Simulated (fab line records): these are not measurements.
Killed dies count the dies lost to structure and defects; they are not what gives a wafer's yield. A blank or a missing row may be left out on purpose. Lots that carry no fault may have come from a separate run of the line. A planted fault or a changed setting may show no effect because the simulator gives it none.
One fault seen from 2 desks | flow rit cmos | each desk holds nothing but its own numbers, with what lay behind them at the end

== FROM THE METROLOGY DESK ==
What the gauges read, lot by lot, whatever tool the lot ran on: means of the sampled wafers that have a number. The brackets show how far a lot's mean lies from the usual mean; more than 4 standard deviations puts the lot out of limits, marked OUT.
Columns: A = GATE_POLY_THK at RIT_GATE_THK_MEAS_09, usual 250.2 nm
lot  | first seen here | A
L305 | day 2 12:24     | 250.5
L306 | day 2 17:50     | 248.4
L307 | day 2 21:42     | 250.4
L308 | day 3 06:01     | 248.3
L309 | day 3 08:48     | 252.5
L311 | day 3 18:19     | 249.0
L313 | day 4 04:05     | 247.0
L314 | day 4 08:46     | 249.1
L316 | day 4 21:41     | 249.7
L317 | day 5 00:22     | 248.8
L318 | day 5 04:04     | 251.0
L324 | day 6 12:05     | 225.4 (-12) OUT
L326 | day 6 20:11     | 247.3
This desk's result: L324 out of limits, first on L324 (GATE_POLY_THK at RIT_GATE_THK_MEAS_09), day 6 12:05. L305, L306, L307, L308, L309, L311, L313, L314, L316, L317, L318, L326 stayed within limits.

== AT THE TOOL OWNER'S DESK: lpcvd-01 ==
The tool's own readings at RIT_GATE_CVD_08 (deposits poly-Si from SiH4, target thk 250 nm, time 2220 s): means of the sampled wafers that have a number, for each lot that ran on this tool. The brackets show how far a lot's mean lies from the usual mean; more than 4 standard deviations puts the lot out of limits, marked OUT.
Columns: A = pressure mtorr at RIT_GATE_CVD_08, usual 300.0 mTorr
lot  | first seen here | A
L306 | day 2 15:25     | 300.5
L309 | day 3 06:22     | 299.8
L314 | day 4 06:19     | 299.4
L318 | day 5 02:26     | 299.9
L324 | day 6 10:27     | 239.7 (-91) OUT
This desk finds L324 out of limits, L324 being first, at day 6 10:27 (pressure mtorr at RIT_GATE_CVD_08). L306, L309, L314, L318 stayed within limits.

== TAKEN TOGETHER ==
The tool owner's desk had the chance to raise an alarm at day 6 10:27 on L324.
Metrology desk: alarm possible at day 6 12:05 on L324.
The lots listed all ran RIT_GATE_CVD_08 on lpcvd-01.

== WHAT THE SIMULATOR HAD PUT IN ==
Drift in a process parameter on lpcvd-01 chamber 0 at RIT_GATE_CVD_08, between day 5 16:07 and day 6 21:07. Setting pressure mtorr, moved by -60, from 300. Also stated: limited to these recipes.
Lots struck among those shown: L324.
Counting hours from when the fault started, the first reading out of limits came at 18 for the tool owner's desk and at 20 for the metrology desk.
